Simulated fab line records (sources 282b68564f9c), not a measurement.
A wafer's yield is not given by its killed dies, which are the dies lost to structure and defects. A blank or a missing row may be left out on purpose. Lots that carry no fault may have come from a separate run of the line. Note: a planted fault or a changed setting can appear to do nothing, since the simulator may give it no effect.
Which of the tools did it? | flow rit_cmos | Sampling: 15 lots, 45 wafers, 2 of 202 route steps

## WHAT THE GAUGES READ, wafer by wafer
The record lacks any reading of a measuring or inspecting step that a usual standard deviation could be used to judge.

## EACH LOT AND THE TOOL THAT RAN IT (in order: tool; ch and the chambers of the sampled wafers; start)
lot  | RIT_NLDD_DEVELOP_05              | RIT_M1_PROBE_99
L868 | litho_track-02 ch 0, day 2 20:00 | -
L869 | litho_track-02 ch 0, day 3 02:00 | -
L870 | litho_track-03 ch 0, day 3 04:00 | -
L873 | litho_track-02 ch 0, day 3 23:00 | -
L875 | litho_track-01 ch 0, day 4 10:00 | -
L876 | litho_track-01 ch 0, day 4 14:00 | -
L877 | litho_track-03 ch 0, day 4 21:00 | -
L878 | litho_track-01 ch 0, day 5 02:00 | -
L879 | litho_track-01 ch 0, day 5 05:00 | -
L880 | litho_track-03 ch 0, day 5 10:00 | -
L881 | litho_track-01 ch 0, day 5 15:00 | -
L883 | litho_track-02 ch 0, day 5 23:00 | prober-01, day 6 15:28
L886 | litho_track-02 ch 0, day 6 13:00 | prober-02, day 7 05:20
L887 | litho_track-02 ch 0, day 6 18:00 | -
L890 | litho_track-02 ch 0, day 7 09:00 | prober-01, day 8 01:04
- RIT_NLDD_DEVELOP_05: develop time 50 s.
- RIT_M1_PROBE_99

## WHAT THE TOOLS THEMSELVES READ (means of the sampled wafers that have a number; where no wafer has one, the mark that the record gives instead)
RIT_NLDD_DEVELOP_05.
lot  | tool           | developer_temp_C (C) | resist_line_temp_C (C)
L868 | litho_track-02 | 23.11                | 22.92
L869 | litho_track-02 | 23.16                | 23.05
L870 | litho_track-03 | 22.96                | 23.03
L873 | litho_track-02 | 22.98                | 22.99
L875 | litho_track-01 | 23.03                | 23.06
L876 | litho_track-01 | 23.05                | 23.12
L877 | litho_track-03 | 23.09                | 23.30
L878 | litho_track-01 | 23.22                | 23.00
L879 | litho_track-01 | 23.01                | 23.04
L880 | litho_track-03 | 22.96                | 23.16
L881 | litho_track-01 | 23.06                | 23.01
L883 | litho_track-02 | 23.00                | 22.95
L886 | litho_track-02 | 23.84                | 22.81
L887 | litho_track-02 | 23.85                | 23.00
L890 | litho_track-02 | 23.79                | 22.82

RIT_M1_PROBE_99.
lot  | tool      | killed_at_contacts | killed_at_front_end | killed_dies | killed_open | killed_short
L883 | prober-01 | 0.0                | 5.0                 | 5.0         | 1.7         | 3.3
L886 | prober-02 | 0.0                | 7.3                 | 7.3         | 4.3         | 3.0
L890 | prober-01 | 0.0                | 5.3                 | 5.3         | 2.0         | 3.3

## THE ANSWER, worked out from the rows above alone
Rule: the lots themselves supply what counts as usual. The widest of any qualifying gaps counts: lots, ordered by their means at a reading, are off when they make up no more than a third of the lots, leave a main group of 4 or more, and stand apart from it by 3 or more times the standard deviation of that group's means. A main group whose means are all the same, to the digits that the tables above print for the reading, isn't used. Also off: a lot with no number at a reading for which 4 or more lots have one. All remaining lots with rows at the step are treated as sound. Order of review: gauges by route order, followed by the tools' own readings, for which a lot's mean as printed above is used. At the first step where some lot is off, the reading lying furthest off is the one used; lots without a number count as furthest.
Off at RIT_NLDD_DEVELOP_05 (developer_temp_C): L886, L887, L890. Main group: mean 23.05 C, sd 0.077.
A tool fits if, at that step or a process step before it, it ran every lot that is off, and no sound lot after the first of them. One fits: RIT_NLDD_DEVELOP_05 on litho_track-02. A fault onset in the window from L883 (day 5 23:00, its last sound lot) to L886 (day 6 13:00, its first lot off) fits.
On the lots that are off, the tool's own readings at RIT_NLDD_DEVELOP_05 differ by more than 5 times the standard deviation of the sound lots' means, which bears it out; developer_temp_C reads 23.83 C there versus 23.05 C on the sound lots.

## WHAT THE SIMULATOR PUT IN
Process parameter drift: litho_track-02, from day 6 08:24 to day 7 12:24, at RIT_NLDD_DEVELOP_05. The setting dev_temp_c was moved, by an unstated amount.
Lots struck among those shown: L886, L887, L890. The same result came from the rule above.
